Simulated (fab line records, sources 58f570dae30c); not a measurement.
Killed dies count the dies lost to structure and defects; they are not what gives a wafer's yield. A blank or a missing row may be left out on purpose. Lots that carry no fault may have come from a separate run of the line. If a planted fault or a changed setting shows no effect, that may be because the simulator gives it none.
Problem report, 8D (eight disciplines) form, completed by code -- flow berkeley_cmos170 -- the parts of the form that need people (team, actions taken, sign-off) are left out

== 1. WHAT WENT WRONG ==
Mean SILICIDE_TI_RS at UCB170_SILICIDE_RS_MEAS_02: 28.1 ohm/sq over 3 wafers in 2 lots; fault-free wafers: 26.0 ohm/sq, standard deviation 0.34. That is +6.2 standard deviations from the usual mean.
The step: measures by four-point-probe.
First seen on wafer L801.1, day 8 11:09, on film_metro-02. At this step, 18 wafers from 6 lots have a number in the record. Rule for "out", or "out of limits": more than 4 standard deviations from the usual mean. Any other wafer with a number is counted as sound.

== 2. WHAT IT IS AND WHAT IT IS NOT ==
question,is,is not
which readings at this step,SILICIDE_TI_RS,-
which lots,"L800, L801","L793, L798, L804, L808"
which wafers of those lots,"L800.3, L801.1, L801.6","L800.4, L800.5, L801.5"
read on which gauges,"film_metro-01, film_metro-02",film_metro-04
when,from day 8 11:09,"up to then (7 sound wafers); but 8 sound wafers of L800, L804, L808 came after"

== 3. SUSPECTS, AND WHAT RULES EACH OUT ==
Counting: a tool at a process step up to the reading stays a suspect if it ran every lot that is out. Sound lots after the first of them don't rule it out here, since some wafers of a struck lot are sound.
- the gauge at UCB170_SILICIDE_RS_MEAS_02 has been ruled out. Those wafers that are out were read across 2 gauges (film_metro-01, film_metro-02).
- rtp_anneal-02 at UCB170_SDANNEAL_RTA_00 (time 10 s): kept. It ran every lot that is out, first L801 (day 8 10:27); its last sound lot up to then is L798 (day 8 00:35).
- rtp_anneal-02 at UCB170_SDANNEAL_RTA_01 (time 5 s): kept. It ran every lot that is out, first L801 (day 8 10:31); its last sound lot up to then is L798 (day 8 00:40).
- pvd_sputter-02 at UCB170_SILICIDE_SPUTTER_01 (material Ti, target thk 30 nm, time 25 s): kept. It ran every lot that is out, first L801 (day 8 11:07); its last sound lot up to then is L798 (day 8 01:16).
Left after counting: rtp_anneal-02 at UCB170_SDANNEAL_RTA_00, rtp_anneal-02 at UCB170_SDANNEAL_RTA_01, pvd_sputter-02 at UCB170_SILICIDE_SPUTTER_01.

== 4. THE CAUSE (what the simulator had put in) ==
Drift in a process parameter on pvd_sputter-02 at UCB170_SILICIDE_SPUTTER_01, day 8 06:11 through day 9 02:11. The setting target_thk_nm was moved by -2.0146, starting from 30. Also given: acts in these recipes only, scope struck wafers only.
3 suspects survive the count, and this tool is in that group.

== 5. THE CHAIN OF EFFECTS, in route order ==
Each row: a reading whose mean over the struck wafers that have a number lies more than 3 standard deviations from the usual. Readings are gone through only where the record gives a usual standard deviation; hours: the median, over the lots, of the time from a lot's start at the first step in this table giving one to that lot's start at this step; sigmas: the change measured in usual standard deviations.
hours,step,reading,usual,on struck wafers,change,sigmas
0,UCB170_SILICIDE_RS_MEAS_02,SILICIDE_TI_RS,26.0 ohm/sq,28.1,+2.1,+6.2
0,UCB170_SILICIDE_THK_MEAS_03,SILICIDE_TI_THK,30.6 nm,28.6,-2.0,-5.6

== 6. HOW IT WOULD HAVE BEEN CAUGHT EARLIER ==
The first out-of-limits reading at a measuring or inspecting step in this record came at day 8 11:09, 5 hours after the fault's start at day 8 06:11.
Tool readings at UCB170_SILICIDE_SPUTTER_01 with a usual standard deviation given in the record: none out on any struck wafer, hence no alarm at a limit of 4 standard deviations on them.
Among the 2 lots that are out, L800 began UCB170_SILICIDE_SPUTTER_01 on pvd_sputter-02 after day 8 11:09. Had the tool been put on hold then, it would have been spared.
